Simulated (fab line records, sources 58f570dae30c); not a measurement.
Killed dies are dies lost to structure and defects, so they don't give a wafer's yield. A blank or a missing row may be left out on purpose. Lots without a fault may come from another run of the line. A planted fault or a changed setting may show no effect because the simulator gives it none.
fab line records | flow berkeley_cmos170
record lots=15 wafers=45 last_day=14
route steps=331 shown START@4 NWELL@16 PWELL@51 WELLDRIVE@56
lots that met no fault: from a run of the same line without faults
start_h: hours from the record's first day to the start of the lot's first wafer shown | wait_h: hours since the lot's step before | " the same as in the row above | L1.1+2: a row that stands for several wafers | - no value, or no start given | * or withheld: withheld | < > ~ a bound
route shown NAME@n: a module of which the file shows steps, and the number in the route of the first | usual: mean/standard deviation of fault-free wafers | same: alike in all rows | chamber/n: place in a boat | sites: the reading at each site | _std_site: their standard deviation | _edge_site: outer sites' mean less inner sites' | radius_mm: how far each site lies from the wafer's centre | mask NAME#n: copy n | behind: the tool/chamber that last shaped the wafer | hold: why the lot was held/for how many hours/how that ended | device: the transistor (n, p or np) that didn't switch | end of line: the same wafers' tests at the end of the route | a step without rows: its recipe alone | killed: dies lost to structure and defects at the first sort, not the wafer's yield | map: a wafer's dies, x killed, . not, _ none there
set.NAME: the setting as run; set.NAME@STEP: as run at that earlier step | model.NAME: the simulator's own value behind a step, which no gauge read
steps of the route over a sample of lots; a table a step, a row a wafer
services: from which hour (start_h, from the record's first day; less than 0 if before it) a tool's chamber was out of use, for how many hours, and why
## steps
# step UCB170_START_THK_MEAS_03
# recipe reads=SiO2_of_START_OXIDATION_02
# usual START_OXIDE_THK=20.2/0.32
# columns lot.wafer tool chamber start_h wait_h START_OXIDE_THK[nm]
L476.1 film_metro-03 - 12.08 0.0 20.2
L476.4 " - " " 20.4
L476.5 " - " " 20.6
L477.2 film_metro-04 - 21.67 0.0 19.9
L477.3 " - " " 19.6
L477.5 " - " " 20.1
L479.1 film_metro-03 - 27.11 0.0 19.8
L479.3 " - " " 20.1
L479.6 " - " " 19.8
L478.3 film_metro-02 - 27.13 0.0 20.1
L478.5 " - " " 19.5
L478.6 " - " " 19.9
L480.1 film_metro-03 - 35.64 0.0 20.1
L480.2 " - " " 20.0
L480.6 " - " " 19.8
L483.2 film_metro-04 - 55.18 0.0 20.0
L483.4 " - " " 20.1
L483.6 " - " " 19.9
L485.1 film_metro-04 - 61.53 0.0 20.1
L485.4 " - " " 20.4
L485.6 " - " " 20.4
L486.2 film_metro-04 - 64.29 0.0 20.0
L486.5 " - " " 20.2
L486.6 " - " " 20.1
L488.2 film_metro-02 - 74.39 0.0 20.1
L488.5 " - " " 20.1
L488.6 " - " " 20.2
L489.1 film_metro-04 - 78.46 0.0 20.3
L489.2 " - " " 20.4
L489.3 " - " " 20.3
L490.1 film_metro-04 - 85.31 0.0 20.5
L490.4 " - " " 20.7
L490.5 " - " " 20.6
L491.2 film_metro-04 - 89.52 0.0 19.8
L491.4 " - " " 20.7
L491.6 " - " " 20.3
L496.1 film_metro-04 - 116.26 0.0 19.6
L496.4 " - " " 19.8
L496.5 " - " " 19.4
L497.3 film_metro-02 - 119.14 0.0 20.0
L497.5 " - " " 19.7
L497.6 " - " " 19.7
L498.1 film_metro-04 - 125.12 0.0 20.4
L498.4 " - " " 20.6
L498.5 " - " " 20.4
# step UCB170_NWELL_THK_MEAS_02
# recipe reads=SiO2_of_NWELL_OXIDATION_01
# usual NWELL_OXIDE_THK=26.6/0.44
# columns lot.wafer tool chamber start_h wait_h NWELL_OXIDE_THK[nm]
L476.1 film_metro-03 - 23.01 0.0 26.6
L476.4 " - " " 26.4
L476.5 " - " " 26.6
L479.1 film_metro-04 - 37.55 0.0 26.1
L479.3 " - " " 26.0
L479.6 " - " " 26.5
L477.2 film_metro-03 - 37.56 0.0 26.1
L477.3 " - " " 26.7
L477.5 " - " " 26.0
L478.3 film_metro-01 - 37.57 0.0 27.0
L478.5 " - " " 26.4
L478.6 " - " " 27.2
L480.1 film_metro-03 - 52.31 0.0 27.0
L480.2 " - " " 26.7
L480.6 " - " " 27.0
L483.2 film_metro-04 - 67.57 0.0 26.6
L483.4 " - " " 26.8
L483.6 " - " " 26.4
L485.1 film_metro-04 - 73.70 0.0 26.8
L485.4 " - " " 26.9
L485.6 " - " " 26.1
L486.2 film_metro-01 - 73.71 0.0 26.1
L486.5 " - " " 26.1
L486.6 " - " " 25.7
L489.1 film_metro-04 - 83.91 0.0 26.9
L489.2 " - " " 26.7
L489.3 " - " " 27.0
L488.2 film_metro-03 - 83.92 0.0 26.7
L488.5 " - " " 26.9
L488.6 " - " " 26.7
L491.2 film_metro-01 - 99.95 0.0 26.2
L491.4 " - " " 26.7
L491.6 " - " " 26.7
L490.1 film_metro-04 - 99.99 0.0 26.2
L490.4 " - " " 26.1
L490.5 " - " " 26.2
L496.1 film_metro-03 - 129.97 0.0 26.3
L496.4 " - " " 26.3
L496.5 " - " " 26.2
L497.3 film_metro-01 - 129.99 0.0 26.3
L497.5 " - " " 26.4
L497.6 " - " " 26.7
L498.1 film_metro-04 - 142.32 0.0 26.6
L498.4 " - " " 26.7
L498.5 " - " " 26.9
# step UCB170_PWELL_TW_MEAS_17
# usual PWELL_TW=378/4.4
# columns lot.wafer tool chamber start_h wait_h PWELL_TW
L476.1 film_metro-02 - 53.20 0.1 371
L476.4 " - " " 369
L476.5 " - " " 371
L478.3 film_metro-03 - 71.10 0.1 383
L478.5 " - " " 382
L478.6 " - " " 381
L477.2 film_metro-02 - 71.59 0.1 372
L477.3 " - " " 374
L477.5 " - " " 373
L479.1 film_metro-03 - 71.64 0.1 382
L479.3 " - " " 383
L479.6 " - " " 381
L480.1 film_metro-03 - 82.29 0.1 385
L480.2 " - " " 384
L480.6 " - " " 384
L483.2 film_metro-03 - 94.42 0.1 385
L483.4 " - " " 385
L483.6 " - " " 384
L486.2 film_metro-01 - 101.72 0.1 383
L486.5 " - " " 383
L486.6 " - " " 381
L485.1 film_metro-02 - 102.17 0.1 374
L485.4 " - " " 374
L485.6 " - " " 373
L489.1 film_metro-02 - 111.22 0.1 372
L489.2 " - " " 372
L489.3 " - " " 373
L488.2 film_metro-01 - 111.33 0.1 381
L488.5 " - " " 379
L488.6 " - " " 381
L491.2 film_metro-03 - 130.20 0.1 383
L491.4 " - " " 382
L491.6 " - " " 384
L490.1 film_metro-01 - 130.86 0.1 381
L490.4 " - " " 382
L490.5 " - " " 381
L496.1 film_metro-03 - 171.71 0.1 380
L496.4 " - " " 382
L496.5 " - " " 381
L497.3 film_metro-03 - 172.01 0.1 382
L497.5 " - " " 382
L497.6 " - " " 380
L498.1 film_metro-02 - 178.54 0.1 375
L498.4 " - " " 372
L498.5 " - " " 373
# step UCB170_WELLDRIVE_OXIDATION_01
# recipe temp_c=1100 ambient=O2 target_thk_a=1990 ox_time_s=9000
# usual ox_temp_c=1100.0/0.43 ox_temp_c_max=1106.4/2.3 tube_center_temp_C_max=1102.8/0.53
# columns lot.wafer tool chamber start_h wait_h ox_temp_c ox_temp_c_max tube_center_temp_C_max
L476.1 furnace-04 0 62.10 2.9 1100.4 1107.6 1102.8
L476.4 " 0 " " 1100.1 1106.4 1102.9
L476.5 " 0 " " 1100.6 1106.4 1102.6
L478.3 furnace-02 0 79.06 3.2 1099.7 1103.2 1102.6
L478.5 " 0 " " 1100.0 1104.4 1103.2
L478.6 " 0 " " 1099.8 1103.4 1103.0
L477.2 furnace-04 0 85.22 4.6 1099.9 1105.9 1102.9
L477.3 " 0 " " 1099.2 1107.8 1102.4
L477.5 " 0 " " 1101.1 1106.8 1102.6
L479.1 furnace-04 0 85.22 4.6 1100.1 1106.5 1103.0
L479.3 " 0 " " 1100.4 1106.9 1102.6
L479.6 " 0 " " 1100.7 1107.8 1103.0
L480.1 furnace-02 0 91.17 3.0 1099.7 1103.7 1102.2
L480.2 " 0 " " 1099.8 1103.6 1102.5
L480.6 " 0 " " 1100.0 1103.8 1103.1
L483.2 furnace-01 0 103.06 2.9 1099.7 1106.8 1104.5
L483.4 " 0 " " 1099.3 1109.1 1102.9
L483.6 " 0 " " 1099.3 1107.2 1102.5
L485.1 furnace-02 0 111.61 4.9 1099.7 1102.7 1103.2
L485.4 " 0 " " 1100.3 1104.0 1102.5
L485.6 " 0 " " 1100.0 1104.0 1102.7
L486.2 furnace-02 0 111.61 5.5 1099.7 1103.3 1102.7
L486.5 " 0 " " 1099.7 1102.7 1102.5
L486.6 " 0 " " 1099.7 1104.2 1102.5
L488.2 furnace-04 - 125.12 3.8 - - -
L488.5 " - " " - - -
L488.6 " - " " - - -
L489.1 furnace-04 - 125.12 3.8 - - -
L489.2 " - " " - - -
L489.3 " - " " - - -
L490.1 furnace-02 - 139.04 0.0 - - -
L490.4 " - " " - - -
L490.5 " - " " - - -
L491.2 furnace-02 0 139.04 4.0 1099.7 1103.3 1103.1
L491.4 " 0 " " 1099.1 1103.9 1102.9
L491.6 " 0 " " 1099.8 1103.2 1103.2
L496.1 furnace-04 0 180.09 3.9 1099.9 1106.0 1102.3
L496.4 " 0 " " 1100.0 1105.5 1102.9
L496.5 " 0 " " 1099.3 1106.0 1103.6
L497.3 furnace-04 0 180.09 3.1 1099.2 1109.1 1102.9
L497.5 " 0 " " 1099.3 1108.0 1102.7
L497.6 " 0 " " 1099.9 1107.2 1101.8
L498.1 furnace-02 0 188.24 4.2 1100.1 1103.6 1102.8
L498.4 " 0 " " 1100.2 1103.9 1102.8
L498.5 " 0 " " 1099.9 1103.6 1102.7
## services
# columns tool chamber start_h hours kind
furnace-04 - 51.51 3.9 pm
furnace-01 - 52.31 3.7 pm
furnace-02 - 128.91 4.5 pm
furnace-04 - 145.32 4.8 pm
furnace-02 - 157.96 2.7 pm
furnace-01 - 158.93 3.5 pm
## key
first_sign step=UCB170_WELLDRIVE_OXIDATION_01 reading=tool_record direction=missing
effect none on later readings
met_at UCB170_WELLDRIVE_OXIDATION_01
struck_lots L488,L489,L490
later_rows_left_out L488.2,L488.5,L488.6,L489.1,L489.2,L489.3,L490.1,L490.4,L490.5
sort_left_out L488.2,L488.5,L488.6,L489.1,L489.2,L489.3,L490.1,L490.4,L490.5
tester_left_out L488,L489,L490
not_acting_at UCB170_START_THK_MEAS_03,UCB170_NWELL_THK_MEAS_02,UCB170_PWELL_TW_MEAS_17
onset_between 111.61 125.12
fault kind=skipped_step_whole tool=furnace-02,furnace-04 chamber=- onset_h=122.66 steps=UCB170_WELLDRIVE_OXIDATION_01 scope=struck_lots_only
# tester_left_out: of these lots the tester's yield and bins aren't shown, on N5 and GAA mostly nor the transistor test; their killed dies are dies lost to structure and defects alone, not to doping, threshold or leakage, so they don't give the yield
# sort_left_out: the simulated sort isn't trusted on such a fault, so these wafers' sort isn't shown, and their yield isn't known
# later_rows_left_out: the simulator's readings of these wafers behind a module that went badly wrong aren't trusted and aren't shown, but for the sort
